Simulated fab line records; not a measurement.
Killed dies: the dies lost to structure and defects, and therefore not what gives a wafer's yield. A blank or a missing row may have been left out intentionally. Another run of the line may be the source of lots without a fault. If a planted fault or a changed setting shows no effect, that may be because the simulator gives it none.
Chamber matching -- flow berkeley-cmos170 -- UCB170_V2_ETCH_14 on rie-diel-02: 4 sister chambers
The step etches SiO2 in CHF3/CF4/Ar, stops on Al, target depth 1250 nm, time 291 s. 8 wafers are shown with their chamber, then 7 later ones without.

EACH WAFER AND ITS CHAMBER
wafer,chamber,throttle-valve-pct (%),drypump-motor-current-A (A)
L194.1,3,7.09,5.7
L195.2,0,7.21,5.5
L197.6,3,7.07,5.8
L201.3,2,6.70,5.4
L201.4,1,6.95,5.4
L201.6,2,6.71,5.3
L202.2,1,6.95,5.4
L202.3,0,7.19,5.5

WAFERS WITHOUT THEIR CHAMBER
wafer,throttle-valve-pct (%),drypump-motor-current-A (A)
L202.5,6.72,5.4
L205.2,7.19,5.5
L205.4,7.09,5.8
L205.5,7.19,5.4
L217.1,6.94,5.4
L217.2,7.19,5.5
L217.4,7.19,5.5

CHAMBER TAKEN BY EACH
wafer,from the rows above,in truth
L202.5,2,2
L205.2,0,0
L205.4,3,3
L205.5,0,0
L217.1,1,1
L217.2,0,0
L217.4,0,0
Correctly placed: 7 of 7. From these rows, 0 cannot be placed. Wrongly placed: 0.
How it was worked out, from the rows above alone: a wafer's distance from a chamber is the root of the sum, over the readings, of the square of ((its reading less the chamber's mean) divided by the reading's scatter). If the next closest chamber is less than 2 further off than the closest, the wafer can't be placed; otherwise it belongs to the closest. The mean given for a chamber averages the wafers shown for that chamber. The scatter: take each reading less its chamber's mean, square it, sum over the shown wafers, divide by the number of wafers less the number of chambers, and take the root.
